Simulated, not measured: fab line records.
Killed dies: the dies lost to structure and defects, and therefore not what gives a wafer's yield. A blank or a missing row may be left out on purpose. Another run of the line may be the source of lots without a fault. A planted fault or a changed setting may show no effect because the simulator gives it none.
What tool caused it? || flow berkeley_cmos170 || Sampling: 7 lots, 21 wafers, 2 of 331 route steps

WHAT EACH GAUGE READ, for each wafer
UCB170_V2_THK_MEAS_01.
{"lot": "L792", "measured": "day 8 20:31", "on": "film_metro-01", "V2_TEOS_THK (nm)": "1961 2022 1983"}
{"lot": "L790", "measured": "day 8 23:59", "on": "film_metro-01", "V2_TEOS_THK (nm)": "1968 2046 2028"}
{"lot": "L797", "measured": "day 10 07:37", "on": "film_metro-01", "V2_TEOS_THK (nm)": "3634 3676 3703 3632 3674 3704"}
{"lot": "L801", "measured": "day 10 08:10", "on": "film_metro-03", "V2_TEOS_THK (nm)": "3654 3664 3721 3654 3665 3722"}
{"lot": "L803", "measured": "day 11 08:22", "on": "film_metro-01", "V2_TEOS_THK (nm)": "1957 1990 2008"}
{"lot": "L805", "measured": "day 11 22:42", "on": "film_metro-01", "V2_TEOS_THK (nm)": "2001 1983 2070"}
{"lot": "L811", "measured": "day 12 15:18", "on": "film_metro-01", "V2_TEOS_THK (nm)": "2019 2012 1999"}

EACH LOT AND THE TOOL THAT RAN IT (in order: tool; ch and the chambers of the sampled wafers; start)
{"lot": "L792", "UCB170_V2_CVD_00": "pecvd-02 ch 0,1, day 8 20:17"}
{"lot": "L790", "UCB170_V2_CVD_00": "pecvd-03 ch 0,1,2, day 8 23:49"}
{"lot": "L797", "UCB170_V2_CVD_00": "pecvd-03 ch 0,1, day 10 07:28"}
{"lot": "L801", "UCB170_V2_CVD_00": "pecvd-03 ch 1,2, day 10 07:58"}
{"lot": "L803", "UCB170_V2_CVD_00": "pecvd-02 ch 0,1,2, day 11 08:13"}
{"lot": "L805", "UCB170_V2_CVD_00": "pecvd-04 ch 0,1,2, day 11 22:33"}
{"lot": "L811", "UCB170_V2_CVD_00": "pecvd-04 ch 0,1,2, day 12 15:09"}
- UCB170_V2_CVD_00: deposits SiO2 from TEOS/O2, target thk 2000 nm, time 250 s.

THE ANSWER, worked out from the rows above alone
Rule: what is usual is taken from the lots themselves. The widest of any qualifying gaps counts: lots, ordered by their means at a reading, are off when they make up no more than a third of the lots, leave a main group of 4 or more, and stand apart from it by 3 or more times the standard deviation of that group's means. A main group whose means are all the same, to the digits that the tables above print for the reading, isn't used. A lot without any number at a reading at which 4 lots or more have one is off too. Any other lot the step has rows for is counted as sound.
Off: at UCB170_V2_THK_MEAS_01 (V2_TEOS_THK), L797, L801. Main group: mean 2003 nm, sd 14.
A tool fits if, at a process step before that reading, it ran every lot that is off, and no sound lot after the first of them. Those tools and the gauges at UCB170_V2_THK_MEAS_01 are tried in the same way. One fits: pecvd-03 at UCB170_V2_CVD_00. A fault onset in the window from L790 (day 8 23:49, its last sound lot) to L797 (day 10 07:28, its first lot off) fits.

WHAT HAD BEEN PUT IN BY THE SIMULATOR
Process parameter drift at UCB170_V2_CVD_00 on pecvd-03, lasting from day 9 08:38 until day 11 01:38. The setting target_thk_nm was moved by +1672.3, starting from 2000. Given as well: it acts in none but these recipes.
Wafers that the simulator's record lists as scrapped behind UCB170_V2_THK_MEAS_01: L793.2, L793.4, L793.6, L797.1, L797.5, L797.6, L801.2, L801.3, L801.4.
Lots struck among those shown: L797, L801. The rule above reached the same finding.
